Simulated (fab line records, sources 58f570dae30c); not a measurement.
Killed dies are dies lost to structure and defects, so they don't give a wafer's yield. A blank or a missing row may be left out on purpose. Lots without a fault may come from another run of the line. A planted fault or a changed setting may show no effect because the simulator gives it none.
Which tool did it? | flow berkeley_cmos170 | 15 lots, 45 wafers sampled, at 3 steps of a route of 331

WHAT THE GAUGES READ, wafer by wafer
UCB170_CONTACT_THK_MEAS_02. Usual: CONTACT_PSG_THK 701 nm, standard deviation 6.8.
lot  | measured     | on            | CONTACT_PSG_THK (nm) | flag
L491 | day 7 19:18  | film_metro-02 | 693 694 685          |
L492 | day 8 09:11  | film_metro-02 | 697 697 696          |
L494 | day 8 22:05  | film_metro-02 | 703 704 704          |
L495 | day 9 01:56  | film_metro-02 | 697 693 697          |
L497 | day 9 03:26  | film_metro-03 | 706 706 702          |
L496 | day 9 15:42  | film_metro-03 | 701 700 701          |
L499 | day 9 15:42  | film_metro-02 | 701 705 705          |
L498 | day 9 15:45  | film_metro-04 | 715 712 716          |
L501 | day 10 04:45 | film_metro-03 | 700 698 703          |
L508 | day 11 15:43 | film_metro-03 | 708 701 706          |
L509 | day 12 09:30 | film_metro-04 | 702 704 702          |
L510 | day 12 15:30 | film_metro-04 | 711 710 716          |
L513 | day 13 06:11 | film_metro-02 | 698 696 698          |
L512 | day 13 06:12 | film_metro-03 | 693 701 695          |
L511 | day 13 06:16 | film_metro-03 | 703 702 700          |

UCB170_M1_OVL_MEAS_10. Usual: M1_OVL 1 nm, standard deviation 6.
lot  | measured     | on         | M1_OVL (nm) | flag
L491 | day 8 00:35  | overlay-01 | 1 0 -4      |
L492 | day 8 13:55  | overlay-02 | -1 -5 -5    |
L494 | day 9 02:25  | overlay-02 | 5 1 -6      |
L495 | day 9 08:39  | overlay-02 | -4 2 4      |
L497 | day 9 10:43  | overlay-01 | 5 5 7       |
L496 | day 9 22:13  | overlay-01 | 9 6 5       |
L499 | day 9 21:22  | overlay-01 | 8 9 -2      |
L498 | day 9 22:27  | overlay-01 | 6 11 11     |
L501 | day 10 08:22 | overlay-01 | 0 4 -4      |
L508 | day 11 20:06 | overlay-02 | -6 8 4      |
L509 | day 12 15:40 | overlay-02 | -3 -5 -3    |
L510 | day 12 19:22 | overlay-02 | -4 4 -5     |
L513 | day 13 11:43 | overlay-01 | 6 3 8       |
L512 | day 13 10:55 | overlay-01 | 0 9 -1      |
L511 | day 13 12:12 | overlay-01 | 4 -3 9      |

WHICH TOOL RAN EACH LOT (tool, then ch and the chambers of the sampled wafers, then the start)
lot  | UCB170_CONTACT_ETCH_17
L491 | rie_diel-01 ch 2,3, day 7 22:09
L492 | rie_diel-04 ch 0,1,3, day 8 11:27
L494 | rie_diel-02 ch 0,1,2, day 9 00:20
L495 | rie_diel-01 ch 0,1,2, day 9 03:54
L497 | rie_diel-04 ch 1,2, day 9 08:17
L496 | rie_diel-04 ch 1,2,3, day 9 18:37
L499 | rie_diel-02 ch 0,1,2, day 9 18:29
L498 | rie_diel-01 ch 0,1,2, day 9 18:44
L501 | rie_diel-01 ch 0,2, day 10 06:37
L508 | rie_diel-02 ch 0,1,2, day 11 18:08
L509 | rie_diel-01 ch 0,1,2, day 12 13:35
L510 | rie_diel-01 ch 2,3, day 12 17:28
L513 | rie_diel-01 ch 0,1, day 13 09:11
L512 | rie_diel-02 ch 0,1,2, day 13 09:02
L511 | rie_diel-02 ch 1,2,3, day 13 09:40
- UCB170_CONTACT_ETCH_17: etches BARC in N2/H2.

WHAT THE TOOLS THEMSELVES READ (means of the sampled wafers that have a number; where no wafer has one, the mark that the record gives instead)
UCB170_CONTACT_ETCH_17. Usual: drypump_motor_current_A 5.6 A, standard deviation 0.51; oes_product_au 1.005 a.u., standard deviation 0.02; throttle_valve_pct 13.30 %, standard deviation 0.096.
lot  | tool        | drypump_motor_current_A (A) | oes_product_au (a.u.) | throttle_valve_pct (%) | flag
L491 | rie_diel-01 | 5.6                         | 0.996                 | 13.20                  |
L492 | rie_diel-04 | 6.1                         | 1.014                 | 13.24                  |
L494 | rie_diel-02 | 5.7                         | 1.001                 | 13.36                  |
L495 | rie_diel-01 | 5.5                         | 1.003                 | 13.34                  |
L497 | rie_diel-04 | 5.6                         | 1.018                 | 13.29                  |
L496 | rie_diel-04 | 5.9                         | 1.014                 | 13.27                  |
L499 | rie_diel-02 | 5.7                         | 0.987                 | 13.35                  |
L498 | rie_diel-01 | 5.5                         | 1.011                 | 13.33                  |
L501 | rie_diel-01 | 5.6                         | 0.996                 | 13.26                  |
L508 | rie_diel-02 | 5.8                         | 0.992                 | 13.35                  |
L509 | rie_diel-01 | 5.5                         | 1.002                 | 13.33                  |
L510 | rie_diel-01 | 5.3                         | 1.001                 | 13.23                  |
L513 | rie_diel-01 | 5.3                         | 1.012                 | 13.43                  |
L512 | rie_diel-02 | 5.7                         | 0.992                 | 13.35                  |
L511 | rie_diel-02 | 6.0                         | 0.984                 | 13.31                  |

THE ANSWER, worked out from the rows above alone
Rule: a lot is off if the mean of its wafers that have a number lies more than 3 standard deviations from the usual mean. A lot without any number at a reading at which 4 lots or more have one is off too. The other lots that the step has rows for count as sound. The gauges are gone through in route order, then the tools' own readings, and for those a lot's mean is taken as printed above. The first step at which some lot is off is used, and at that step the reading that is off furthest; a lot without a number counts as furthest.
No lot is off at any reading shown: from this, nothing can be told.

WHAT THE SIMULATOR HAD PUT IN
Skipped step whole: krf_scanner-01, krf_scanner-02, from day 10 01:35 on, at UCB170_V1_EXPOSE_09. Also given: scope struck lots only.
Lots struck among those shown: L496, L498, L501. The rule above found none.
